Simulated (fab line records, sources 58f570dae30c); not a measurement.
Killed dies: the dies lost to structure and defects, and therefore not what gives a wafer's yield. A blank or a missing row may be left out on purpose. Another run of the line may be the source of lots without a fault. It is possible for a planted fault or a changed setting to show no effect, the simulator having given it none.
Which tool was responsible? | flow berkeleyCmos170 | 14 lots, 42 wafers sampled, at 4 steps of a route of 331

WHAT THE GAUGES SHOWED, per wafer
UCB170_NSD_TW_MEAS_10. Usual: NSD_TW typically reads 4140, with standard deviation 17.
lot  | measured     | on           | NSD_TW         | flag
L320 | day 8 13:23  | filmMetro-04 | 4155 4131 4141 | 
L322 | day 9 04:11  | filmMetro-04 | 4124 4124 4133 | 
L324 | day 9 04:28  | filmMetro-02 | 4137 4127 4122 | 
L323 | day 9 04:38  | filmMetro-04 | 4159 4122 4152 | 
L325 | day 9 11:19  | filmMetro-04 | 4127 4128 4111 | 
L327 | day 9 11:28  | filmMetro-03 | 4130 4129 4137 | 
L328 | day 9 20:24  | filmMetro-02 | 4131 4136 4123 | 
L329 | day 9 20:41  | filmMetro-02 | 4138 4156 4119 | 
L330 | day 10 03:46 | filmMetro-04 | 4132 4152 4135 | 
L332 | day 11 00:27 | filmMetro-04 | 4152 4151 4140 | 
L333 | day 11 00:40 | filmMetro-03 | 4165 4171 4149 | 
L337 | day 12 00:22 | filmMetro-02 | 4134 4142 4143 | 
L339 | day 12 00:26 | filmMetro-04 | 3996 3980 4001 | OFF
L338 | day 12 05:23 | filmMetro-04 | 3975 3967 3962 | OFF

UCB170_SDANNEAL_RS_MEAS_03: uses a four-point probe to measure. Usual: NSD_RS typically reads 37.28 ohm/sq, with standard deviation 0.089.
lot  | measured     | on           | NSD_RS (ohm/sq)   | flag
L320 | day 8 14:59  | filmMetro-03 | 37.33 37.30 37.28 | 
L322 | day 9 08:55  | filmMetro-02 | 37.32 37.32 37.08 | 
L324 | day 9 09:09  | filmMetro-04 | 37.32 37.27 37.39 | 
L323 | day 9 09:23  | filmMetro-02 | 37.24 37.25 37.29 | 
L325 | day 9 13:04  | filmMetro-04 | 37.30 37.15 37.21 | 
L327 | day 9 13:18  | filmMetro-03 | 37.24 37.27 37.22 | 
L328 | day 9 21:41  | filmMetro-03 | 37.28 37.43 37.41 | 
L329 | day 9 22:13  | filmMetro-04 | 37.27 37.23 37.37 | 
L330 | day 10 05:23 | filmMetro-04 | 37.27 37.23 37.31 | 
L332 | day 11 01:41 | filmMetro-04 | 37.33 37.37 37.30 | 
L333 | day 11 01:58 | filmMetro-02 | 37.18 37.25 37.26 | 
L337 | day 12 01:49 | filmMetro-04 | 37.38 37.26 37.30 | 
L339 | day 12 02:14 | filmMetro-02 | 45.17 44.95 45.14 | OFF
L338 | day 12 06:53 | filmMetro-03 | 45.28 45.43 45.30 | OFF

TOOL THAT RAN EACH LOT (tool first, then ch and the chambers of the sampled wafers, then the start)
lot  | UCB170_NSD_IMPLANT_08           | UCB170_NSD_STRIP_09
L320 | implanter-03 ch 0, day 8 13:08  | plasmaAsher-02 ch 0,1, day 8 13:17
L322 | implanter-03 ch 0, day 9 03:57  | plasmaAsher-01 ch 1, day 9 04:05
L324 | implanter-02 ch 0, day 9 04:14  | plasmaAsher-03 ch 0,1, day 9 04:21
L323 | implanter-03 ch 0, day 9 04:24  | plasmaAsher-01 ch 0,1, day 9 04:32
L325 | implanter-03 ch 0, day 9 11:05  | plasmaAsher-01 ch 0,1, day 9 11:13
L327 | implanter-01 ch 0, day 9 11:16  | plasmaAsher-03 ch 0,1, day 9 11:22
L328 | implanter-01 ch 0, day 9 20:09  | plasmaAsher-03 ch 0,1, day 9 20:18
L329 | implanter-02 ch 0, day 9 20:27  | plasmaAsher-02 ch 0,1, day 9 20:35
L330 | implanter-03 ch 0, day 10 03:32 | plasmaAsher-02 ch 0,1, day 10 03:40
L332 | implanter-02 ch 0, day 11 00:12 | plasmaAsher-02 ch 0,1, day 11 00:21
L333 | implanter-03 ch 0, day 11 00:25 | plasmaAsher-03 ch 1, day 11 00:34
L337 | implanter-03 ch 0, day 12 00:09 | plasmaAsher-01 ch 0,1, day 12 00:17
L339 | implanter-02 ch 0, day 12 00:11 | plasmaAsher-03 ch 0,1, day 12 00:20
L338 | implanter-02 ch 0, day 12 05:08 | plasmaAsher-01 ch 0,1, day 12 05:17
- UCB170_NSD_IMPLANT_08
- UCB170_NSD_STRIP_09: strips in O2.

WHAT THE TOOLS THEMSELVES READ (means of the sampled wafers that have a number; where no wafer has one, the mark that the record gives instead)
UCB170_NSD_IMPLANT_08. Usual: doseIonsCm2 3e+15, standard deviation 3.3e+12; endStationPressureTorr 1.26e-05 Torr, standard deviation 6.1e-07; faradayCurrentUA 9242, standard deviation 190.
lot  | tool         | doseIonsCm2 | endStationPressureTorr (Torr) | faradayCurrentUA | flag
L320 | implanter-03 | 3e+15       | 1.24e-05                      | 9272             | 
L322 | implanter-03 | 3e+15       | 1.33e-05                      | 9289             | 
L324 | implanter-02 | 3e+15       | 1.33e-05                      | 9362             | 
L323 | implanter-03 | 3e+15       | 1.28e-05                      | 9209             | 
L325 | implanter-03 | 3e+15       | 1.26e-05                      | 9224             | 
L327 | implanter-01 | 3e+15       | 1.32e-05                      | 9243             | 
L328 | implanter-01 | 3e+15       | 1.24e-05                      | 9028             | 
L329 | implanter-02 | 3e+15       | 1.25e-05                      | 9204             | 
L330 | implanter-03 | 3e+15       | 1.20e-05                      | 9183             | 
L332 | implanter-02 | 3e+15       | 1.36e-05                      | 9194             | 
L333 | implanter-03 | 3e+15       | 1.27e-05                      | 9158             | 
L337 | implanter-03 | 3e+15       | 1.29e-05                      | 9289             | 
L339 | implanter-02 | 2e+15       | 9.93e-06                      | 6568             | OFF
L338 | implanter-02 | 2e+15       | 1.06e-05                      | 6438             | OFF

UCB170_NSD_STRIP_09. Usual: drypumpMotorCurrentA 5.55 A, standard deviation 0.2; oesProductAu 0.534 a.u., standard deviation 0.0044; stripTimeToEndpointS 35.81 s, standard deviation 0.074.
lot  | tool           | drypumpMotorCurrentA (A) | oesProductAu (a.u.) | stripTimeToEndpointS (s) | flag
L320 | plasmaAsher-02 | 5.47                     | 0.537               | 35.83                    | 
L322 | plasmaAsher-01 | 5.66                     | 0.533               | 35.80                    | 
L324 | plasmaAsher-03 | 5.62                     | 0.532               | 35.75                    | 
L323 | plasmaAsher-01 | 5.68                     | 0.538               | 35.88                    | 
L325 | plasmaAsher-01 | 5.66                     | 0.538               | 35.81                    | 
L327 | plasmaAsher-03 | 5.61                     | 0.536               | 35.78                    | 
L328 | plasmaAsher-03 | 5.62                     | 0.533               | 35.75                    | 
L329 | plasmaAsher-02 | 5.30                     | 0.531               | 35.77                    | 
L330 | plasmaAsher-02 | 5.29                     | 0.532               | 35.80                    | 
L332 | plasmaAsher-02 | 5.48                     | 0.534               | 35.76                    | 
L333 | plasmaAsher-03 | 5.67                     | 0.533               | 35.81                    | 
L337 | plasmaAsher-01 | 5.68                     | 0.534               | 35.88                    | 
L339 | plasmaAsher-03 | 5.63                     | 0.561               | 32.47                    | OFF
L338 | plasmaAsher-01 | 5.67                     | 0.567               | 32.47                    | OFF

THE ANSWER, worked out from the rows above alone
Rule: a lot is off if the mean of its wafers that have a number lies more than 3 standard deviations from the usual mean. A lot without any number at a reading at which 4 lots or more have one is off too. Any other lot the step has rows for is counted as sound. First the gauges in route order, then the tools' own readings, where a lot's mean is used as printed above. At the first step where some lot is off, the reading lying furthest off is the one used; lots without a number count as furthest.
Off: L339, L338, seen at UCB170_NSD_TW_MEAS_10 (NSD_TW).
If a tool, at a process step before that reading, ran all the lots that are off and no sound lot after the first of them, it fits. The gauges at UCB170_NSD_TW_MEAS_10 aren't tried: what is off there is off at UCB170_SDANNEAL_RS_MEAS_03 too, on other tools, and a gauge's error can't cause that. One fits: implanter-02 at UCB170_NSD_IMPLANT_08. A fault onset in the window from L332 (day 11 00:12, its last sound lot) to L339 (day 12 00:11, its first lot off) fits.
The tool's own readings at UCB170_NSD_IMPLANT_08 bear it out: on the lots that are off they differ by more than 5 times the standard deviation of the sound lots' means. doseIonsCm2 reads 2e+15 there against 3e+15 on the sound lots; endStationPressureTorr reads 1.03e-05 Torr there against 1.28e-05 Torr on the sound lots; faradayCurrentUA reads 6503 there against 9221 on the sound lots.

WHAT THE SIMULATOR HAD INSERTED
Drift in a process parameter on implanter-02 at UCB170_NSD_IMPLANT_08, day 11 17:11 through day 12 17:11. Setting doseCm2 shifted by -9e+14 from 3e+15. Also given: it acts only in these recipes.
Struck lots among those shown: L339, L338. The rule given above showed the same thing.
